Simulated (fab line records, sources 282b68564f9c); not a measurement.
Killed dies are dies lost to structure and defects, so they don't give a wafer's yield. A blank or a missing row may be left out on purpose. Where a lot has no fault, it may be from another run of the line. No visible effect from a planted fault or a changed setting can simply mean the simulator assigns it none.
fab line records | flow rit_cmos
[record] lots = 15 | wafers = 45 | last_day = 7
route steps=202 shown NRETRO@62 PRETRO@70 GATE@93 NSD@140 PSD@152
lots that met no fault: from a run of the same line without faults
start_h: hours from the record's first day to the start of the lot's first wafer shown | wait_h: time in hours since the lot's previous step | " identical to the entry in the row above | L1.1+2: several wafers, shown together as one row | - either no value or no given start | * or withheld: withheld | < > ~ a bound
route shown NAME@n: NAME is a module with steps in the file, n the number in the route of the first one | usual: mean and standard deviation over wafers with no fault | same: alike in all rows | chamber/n: place in a boat | sites: per-site readings | _std_site: their standard deviation | _edge_site: inner sites' mean taken away from outer sites' mean | radius_mm: how far each site lies from the wafer's centre | mask NAME#n: copy n | behind: tool/chamber where the wafer was last shaped | hold: why the lot went on hold/how many hours it stayed there/how the hold came to an end | device: the n, p or np transistor that did not switch | end of line: the same wafers' tests at the end of the route | step lacking rows: just its recipe | killed: at the first sort, the dies lost to defects and structure; wafer yield is something else | map: a wafer's dies, marking killed ones x, the rest . and places with no die _
set.NAME: setting as actually run; set.NAME@STEP: the setting as run at that earlier step | model.NAME: the simulator's own value behind a step, which no gauge read
route steps across a sampled set of lots; one table per step, one row per wafer
services: the hour from which a tool's chamber was out of use, counted from the record's first day as start_h (under 0 if before that day), plus the number of hours and why
[[steps]]
[step RIT_NRETRO_STRIP_09]
[recipe] chemistry = O2 | time_s = 180 | resist = NOVOLAK | platen_temp_c = withheld | power_w = 500 | pressure_mtorr = 4000 | o2_flow_sccm = 4000
[usual] chamber_pressure_mTorr = 4000/3.7 | drypump_motor_current_A = 5.7/0.42
lot.wafer | tool            | chamber | start_h | wait_h | chamber_pressure_mTorr | drypump_motor_current_A | rf_hours_counter_h
L756.1    | plasma_asher-03 | 0       | 32.96   | 0.1    | 3997                   | 5.9                     | 38
L756.3    | "               | 1       | "       | "      | 4001                   | 5.6                     | -
L756.5    | "               | 0       | "       | "      | 4002                   | 5.9                     | -
L757.3    | plasma_asher-04 | 0       | 35.08   | 0.1    | 3995                   | 5.6                     | -
L757.4    | "               | 1       | "       | "      | 4006                   | 5.3                     | -
L757.5    | "               | 1       | "       | "      | 3999                   | 5.3                     | -
L758.2    | plasma_asher-04 | 0       | 40.79   | 0.1    | 3996                   | 5.6                     | 39
L758.4    | "               | 1       | "       | "      | 4003                   | 5.2                     | -
L758.6    | "               | 0       | "       | "      | 3999                   | 5.6                     | -
L759.3    | plasma_asher-02 | 1       | 46.33   | 0.1    | 4000                   | 6.6                     | -
L759.4    | "               | 0       | "       | "      | 3999                   | 5.6                     | -
L759.6    | "               | 0       | "       | "      | 4002                   | 5.6                     | -
L760.1    | plasma_asher-02 | 1       | 52.52   | 0.1    | 4001                   | 6.6                     | 28
L760.2    | "               | 0       | "       | "      | 4001                   | 5.6                     | 28
L760.6    | "               | 1       | "       | "      | 3996                   | 6.6                     | -
L762.1    | plasma_asher-03 | 1       | 63.00   | 0.1    | 3998                   | 5.7                     | 42
L762.2    | "               | 0       | "       | "      | 4000                   | 5.9                     | 42
L762.3    | "               | 0       | "       | "      | 3996                   | 5.9                     | -
L763.2    | plasma_asher-04 | 0       | 66.51   | 0.1    | 4003                   | 5.6                     | 41
L763.4    | "               | 0       | "       | "      | 4009                   | 5.6                     | -
L763.6    | "               | 0       | "       | "      | 4004                   | 5.7                     | -
L769.2    | plasma_asher-04 | 0       | 96.53   | 0.1    | 3997                   | 5.6                     | 44
L769.5    | "               | 1       | "       | "      | 3997                   | 5.3                     | -
L769.6    | "               | 0       | "       | "      | 4001                   | 5.7                     | -
L770.1    | plasma_asher-02 | 1       | 99.93   | 0.1    | 3999                   | 6.6                     | 33
L770.3    | "               | 0       | "       | "      | 3998                   | 5.5                     | -
L770.6    | "               | 0       | "       | "      | 4005                   | 5.5                     | -
L771.3    | plasma_asher-04 | 1       | 105.49  | 0.1    | 3999                   | 5.3                     | -
L771.4    | "               | 0       | "       | "      | 4000                   | 5.6                     | -
L771.6    | "               | 1       | "       | "      | 3995                   | 5.3                     | -
L773.4    | plasma_asher-03 | 0       | 121.65  | 0.1    | 3995                   | 5.9                     | -
L773.5    | "               | 1       | "       | "      | 3995                   | 5.7                     | -
L773.6    | "               | 0       | "       | "      | 3997                   | 5.9                     | -
L776.4    | plasma_asher-02 | 0       | 134.66  | 0.1    | 4002                   | 5.5                     | -
L776.5    | "               | 1       | "       | "      | 3998                   | 6.6                     | -
L776.6    | "               | 0       | "       | "      | 4004                   | 5.5                     | -
L777.1    | plasma_asher-04 | 0       | 136.82  | 0.1    | 4007                   | 5.6                     | 49
L777.3    | "               | 0       | "       | "      | 3996                   | 5.7                     | -
L777.4    | "               | 1       | "       | "      | 3999                   | 5.3                     | -
L778.3    | plasma_asher-02 | 0       | 141.31  | 0.1    | 3993                   | 5.6                     | -
L778.5    | "               | 1       | "       | "      | 3999                   | 6.6                     | -
L778.6    | "               | 0       | "       | "      | 4000                   | 5.6                     | -
L779.3    | plasma_asher-04 | 0       | 147.91  | 0.1    | 4006                   | 5.7                     | -
L779.4    | "               | 1       | "       | "      | 4003                   | 5.2                     | -
L779.5    | "               | 0       | "       | "      | 4004                   | 5.6                     | -
[step RIT_PRETRO_OVL_MEAS_06]
[usual] PRETRO_OVL = 0.7/1.1
lot.wafer | tool       | chamber | start_h | wait_h | PRETRO_OVL[nm]
L756.1    | overlay-02 | -       | 34.20   | -      | 0.3
L756.3    | "          | -       | "       | "      | 0.1
L756.5    | "          | -       | "       | "      | 1.6
L757.3    | overlay-02 | -       | 36.27   | -      | -0.2
L757.4    | "          | -       | "       | "      | -0.4
L757.5    | "          | -       | "       | "      | 0.0
L758.2    | overlay-01 | -       | 42.03   | -      | 0.7
L758.4    | "          | -       | "       | "      | 1.1
L758.6    | "          | -       | "       | "      | 1.4
L759.3    | overlay-02 | -       | 47.49   | -      | 1.8
L759.4    | "          | -       | "       | "      | 0.3
L759.6    | "          | -       | "       | "      | 0.8
L760.1    | overlay-02 | -       | 53.76   | -      | 1.1
L760.2    | "          | -       | "       | "      | 1.2
L760.6    | "          | -       | "       | "      | 0.6
L762.1    | overlay-02 | -       | 64.11   | -      | -1.5
L762.2    | "          | -       | "       | "      | -0.6
L762.3    | "          | -       | "       | "      | -0.2
L763.2    | overlay-02 | -       | 67.75   | -      | -0.8
L763.4    | "          | -       | "       | "      | -0.2
L763.6    | "          | -       | "       | "      | -0.8
L769.2    | overlay-02 | -       | 97.65   | -      | 1.0
L769.5    | "          | -       | "       | "      | 0.5
L769.6    | "          | -       | "       | "      | 0.7
L770.1    | overlay-02 | -       | 101.04  | -      | 1.1
L770.3    | "          | -       | "       | "      | 0.5
L770.6    | "          | -       | "       | "      | -0.3
L771.3    | overlay-02 | -       | 106.68  | -      | -0.5
L771.4    | "          | -       | "       | "      | -1.0
L771.6    | "          | -       | "       | "      | -1.5
L773.4    | overlay-01 | -       | 122.73  | -      | 0.7
L773.5    | "          | -       | "       | "      | 0.1
L773.6    | "          | -       | "       | "      | 1.9
L776.4    | overlay-01 | -       | 135.73  | -      | 0.3
L776.5    | "          | -       | "       | "      | -0.5
L776.6    | "          | -       | "       | "      | -0.2
L777.1    | overlay-01 | -       | 137.94  | -      | 2.1
L777.3    | "          | -       | "       | "      | 1.4
L777.4    | "          | -       | "       | "      | 0.9
L778.3    | overlay-02 | -       | 142.38  | -      | 0.2
L778.5    | "          | -       | "       | "      | 1.3
L778.6    | "          | -       | "       | "      | 0.2
L779.3    | overlay-02 | -       | 149.10  | -      | -0.9
L779.4    | "          | -       | "       | "      | 1.0
L779.5    | "          | -       | "       | "      | 0.3
[step RIT_GATE_OVL_MEAS_17]
[usual] GATE_OVL = 0.9/1.2
lot.wafer | tool       | chamber | start_h | wait_h | GATE_OVL[nm]
L756.1    | overlay-01 | -       | 39.64   | 0.1    | 2.5
L756.3    | "          | -       | "       | "      | 1.2
L756.5    | "          | -       | "       | "      | 1.8
L757.3    | overlay-02 | -       | 42.33   | 0.1    | 2.4
L757.4    | "          | -       | "       | "      | 2.1
L757.5    | "          | -       | "       | "      | 2.8
L758.2    | overlay-02 | -       | 49.03   | 0.1    | 1.5
L758.4    | "          | -       | "       | "      | 1.1
L758.6    | "          | -       | "       | "      | 2.2
L759.3    | overlay-02 | -       | 55.74   | 0.1    | 0.7
L759.4    | "          | -       | "       | "      | -0.1
L759.6    | "          | -       | "       | "      | 0.1
L760.1    | overlay-02 | -       | 58.94   | 0.1    | -0.7
L760.2    | "          | -       | "       | "      | 0.0
L760.6    | "          | -       | "       | "      | 1.1
L762.1    | overlay-02 | -       | 71.83   | 0.1    | 0.1
L762.2    | "          | -       | "       | "      | 0.6
L762.3    | "          | -       | "       | "      | 0.5
L763.2    | overlay-01 | -       | 73.18   | 0.1    | 2.3
L763.4    | "          | -       | "       | "      | 2.3
L763.6    | "          | -       | "       | "      | 1.3
L769.2    | overlay-02 | -       | 103.05  | 0.1    | 0.3
L769.5    | "          | -       | "       | "      | -0.4
L769.6    | "          | -       | "       | "      | -0.7
L770.1    | overlay-01 | -       | 106.58  | 0.1    | 1.3
L770.3    | "          | -       | "       | "      | 0.4
L770.6    | "          | -       | "       | "      | 0.8
L771.3    | overlay-02 | -       | 120.14  | 0.1    | 1.0
L771.4    | "          | -       | "       | "      | 1.3
L771.6    | "          | -       | "       | "      | -0.9
L773.4    | overlay-02 | -       | 128.81  | 0.1    | 1.2
L773.5    | "          | -       | "       | "      | 0.7
L773.6    | "          | -       | "       | "      | 1.2
L776.4    | overlay-01 | -       | 141.48  | 0.1    | -0.3
L776.5    | "          | -       | "       | "      | 1.2
L776.6    | "          | -       | "       | "      | 0.2
L777.1    | overlay-02 | -       | 143.96  | 0.1    | 2.3
L777.3    | "          | -       | "       | "      | 1.8
L777.4    | "          | -       | "       | "      | 0.7
L778.3    | overlay-02 | -       | 152.93  | 0.1    | -0.5
L778.5    | "          | -       | "       | "      | 0.3
L778.6    | "          | -       | "       | "      | -0.5
L779.3    | overlay-02 | -       | 156.31  | 0.1    | 1.7
L779.4    | "          | -       | "       | "      | 0.6
L779.5    | "          | -       | "       | "      | 0.7
[step RIT_NSD_STRIP_09]
[recipe] chemistry = O2 | time_s = 180 | resist = NOVOLAK | platen_temp_c = withheld | power_w = 500 | pressure_mtorr = 4000 | o2_flow_sccm = 4000
[usual] chamber_pressure_mTorr = 4000/3.3 | drypump_motor_current_A = 5.78/0.25
lot.wafer | tool            | chamber | start_h | wait_h | chamber_pressure_mTorr | drypump_motor_current_A | rf_hours_counter_h
L756.1    | plasma_asher-02 | 1       | 50.23   | 0.1    | 4001                   | 6.60                    | 27
L756.3    | "               | 1       | "       | "      | 3999                   | 6.63                    | -
L756.5    | "               | 0       | "       | "      | 4001                   | 5.54                    | -
L757.3    | plasma_asher-01 | 1       | 52.84   | 0.1    | 3990                   | 5.66                    | -
L757.4    | "               | 0       | "       | "      | 4001                   | 5.73                    | -
L757.5    | "               | 1       | "       | "      | 3995                   | 5.67                    | -
L758.2    | plasma_asher-03 | 0       | 60.38   | 0.1    | 4000                   | 5.91                    | 41
L758.4    | "               | 1       | "       | "      | 4007                   | 5.62                    | -
L758.6    | "               | 0       | "       | "      | 4000                   | 5.91                    | -
L759.3    | plasma_asher-01 | 1       | 66.97   | 0.1    | 4002                   | 5.66                    | -
L759.4    | "               | 0       | "       | "      | 3999                   | 5.70                    | -
L759.6    | "               | 1       | "       | "      | 4001                   | 5.66                    | -
L760.1    | plasma_asher-03 | 0       | 69.73   | 0.1    | 4003                   | 5.92                    | 42
L760.2    | "               | 1       | "       | "      | 4001                   | 5.68                    | 42
L760.6    | "               | 0       | "       | "      | 3997                   | 5.90                    | -
L762.1    | plasma_asher-02 | 0       | 82.21   | 0.1    | 4001                   | 5.56                    | 31
L762.2    | "               | 1       | "       | "      | 3998                   | 6.63                    | 31
L762.3    | "               | 1       | "       | "      | 4001                   | 6.63                    | -
L763.2    | plasma_asher-03 | 0       | 84.70   | 0.1    | 4003                   | 5.91                    | 44
L763.4    | "               | 1       | "       | "      | 3994                   | 5.62                    | -
L763.6    | "               | 0       | "       | "      | 4002                   | 5.91                    | -
L769.2    | plasma_asher-03 | 0       | 114.35  | 0.1    | -                      | -                       | -
L769.5    | "               | 1       | "       | "      | -                      | -                       | -
L769.6    | "               | 0       | "       | "      | -                      | -                       | -
L770.1    | plasma_asher-03 | 0       | 122.69  | 0.1    | -                      | -                       | -
L770.3    | "               | 1       | "       | "      | -                      | -                       | -
L770.6    | "               | 1       | "       | "      | -                      | -                       | -
L771.3    | plasma_asher-03 | 0       | 130.45  | 0.1    | -                      | -                       | -
L771.4    | "               | 1       | "       | "      | -                      | -                       | -
L771.6    | "               | 1       | "       | "      | -                      | -                       | -
L773.4    | plasma_asher-03 | 1       | 139.35  | 0.1    | 4005                   | 5.65                    | -
L773.5    | "               | 1       | "       | "      | 3999                   | 5.64                    | -
L773.6    | "               | 0       | "       | "      | 3993                   | 5.92                    | -
L776.4    | plasma_asher-01 | 1       | 153.17  | 0.1    | 4007                   | 5.67                    | -
L776.5    | "               | 0       | "       | "      | 4001                   | 5.72                    | -
L776.6    | "               | 1       | "       | "      | 3998                   | 5.68                    | -
L777.1    | plasma_asher-02 | 0       | 155.25  | 0.1    | 4003                   | 5.55                    | 38
L777.3    | "               | 1       | "       | "      | 4003                   | 6.63                    | -
L777.4    | "               | 0       | "       | "      | 4001                   | 5.54                    | -
L778.3    | plasma_asher-03 | 1       | 164.28  | 0.1    | 3999                   | 5.63                    | -
L778.5    | "               | 1       | "       | "      | 4001                   | 5.63                    | -
L778.6    | "               | 0       | "       | "      | 4001                   | 5.91                    | -
L779.3    | plasma_asher-01 | 1       | 168.04  | 0.1    | 4003                   | 5.66                    | -
L779.4    | "               | 0       | "       | "      | 4004                   | 5.70                    | -
L779.5    | "               | 1       | "       | "      | 3996                   | 5.65                    | -
[step RIT_PSD_TW_MEAS_10]
[usual] PSD_TW = 3413/22
lot.wafer | tool          | chamber | start_h | wait_h | PSD_TW
L756.1    | film_metro-02 | -       | 51.95   | 0.1    | 3411
L756.3    | "             | -       | "       | "      | 3400
L756.5    | "             | -       | "       | "      | 3409
L757.3    | film_metro-02 | -       | 54.54   | 0.1    | 3408
L757.4    | "             | -       | "       | "      | 3399
L757.5    | "             | -       | "       | "      | 3411
L758.2    | film_metro-03 | -       | 62.11   | 0.1    | 3414
L758.4    | "             | -       | "       | "      | 3410
L758.6    | "             | -       | "       | "      | 3422
L759.3    | film_metro-04 | -       | 68.65   | 0.1    | 3427
L759.4    | "             | -       | "       | "      | 3415
L759.6    | "             | -       | "       | "      | 3426
L760.1    | film_metro-02 | -       | 71.45   | 0.1    | 3402
L760.2    | "             | -       | "       | "      | 3405
L760.6    | "             | -       | "       | "      | 3401
L762.1    | film_metro-04 | -       | 83.81   | 0.1    | 3390
L762.2    | "             | -       | "       | "      | 3379
L762.3    | "             | -       | "       | "      | 3393
L763.2    | film_metro-02 | -       | 86.81   | 0.1    | 3400
L763.4    | "             | -       | "       | "      | 3395
L763.6    | "             | -       | "       | "      | 3424
L769.2    | film_metro-02 | -       | 115.96  | 0.1    | 30
L769.5    | "             | -       | "       | "      | 30
L769.6    | "             | -       | "       | "      | 30
L770.1    | film_metro-04 | -       | 124.58  | 0.1    | 30
L770.3    | "             | -       | "       | "      | 30
L770.6    | "             | -       | "       | "      | 30
L771.3    | film_metro-02 | -       | 132.00  | 0.1    | 30
L771.4    | "             | -       | "       | "      | 30
L771.6    | "             | -       | "       | "      | 30
L773.4    | film_metro-03 | -       | 141.04  | 0.1    | 3455
L773.5    | "             | -       | "       | "      | 3449
L773.6    | "             | -       | "       | "      | 3450
L776.4    | film_metro-03 | -       | 154.74  | 0.1    | 3420
L776.5    | "             | -       | "       | "      | 3407
L776.6    | "             | -       | "       | "      | 3414
L777.1    | film_metro-04 | -       | 157.23  | 0.1    | 3390
L777.3    | "             | -       | "       | "      | 3398
L777.4    | "             | -       | "       | "      | 3382
L778.3    | film_metro-04 | -       | 165.87  | 0.1    | 3390
L778.5    | "             | -       | "       | "      | 3386
L778.6    | "             | -       | "       | "      | 3386
L779.3    | film_metro-03 | -       | 169.60  | 0.1    | 3412
L779.4    | "             | -       | "       | "      | 3413
L779.5    | "             | -       | "       | "      | 3422
[[services]]
tool            | chamber | start_h | hours | kind
plasma_asher-04 | -       | 37.92   | 1.1   | repair
plasma_asher-01 | -       | 108.75  | 9.0   | pm
plasma_asher-01 | 0       | 108.75  | 9.0   | vent_cycle
plasma_asher-01 | 1       | 108.75  | 9.0   | vent_cycle
plasma_asher-01 | 0       | 117.75  | -     | clean
plasma_asher-01 | 1       | 117.75  | -     | clean
plasma_asher-04 | -       | 143.32  | 2.8   | pm
plasma_asher-03 | -       | 167.92  | 2.8   | pm
[[key]]
[first_sign] step = RIT_NSD_STRIP_09 | reading = tool_record | direction = missing
[effect] step = RIT_PSD_TW_MEAS_10 | reading = PSD_TW | direction = down | sigmas = 99+ | usual = 3413 | struck = 30
met_at RIT_NSD_STRIP_09
struck_lots L769,L770,L771
sort_left_out L769.2,L769.5,L769.6,L770.1,L770.3,L770.6,L771.3,L771.4,L771.6
tester_left_out L769,L770,L771
not_acting_at RIT_NRETRO_STRIP_09,RIT_PRETRO_OVL_MEAS_06,RIT_GATE_OVL_MEAS_17
onset_between 84.70 114.35
[fault] kind = skipped_step_whole | tool = plasma_asher-03 | chamber = - | onset_h = 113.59 | steps = RIT_NSD_STRIP_09 | scope = struck_lots_only
// tester_left_out: of these lots the tester's yield and bins aren't shown, on N5 and GAA mostly nor the transistor test; their killed dies are dies lost to structure and defects alone, not to doping, threshold or leakage, so they don't give the yield
// sort_left_out: the simulated sort isn't trusted on such a fault, so these wafers' sort isn't shown, and their yield isn't known
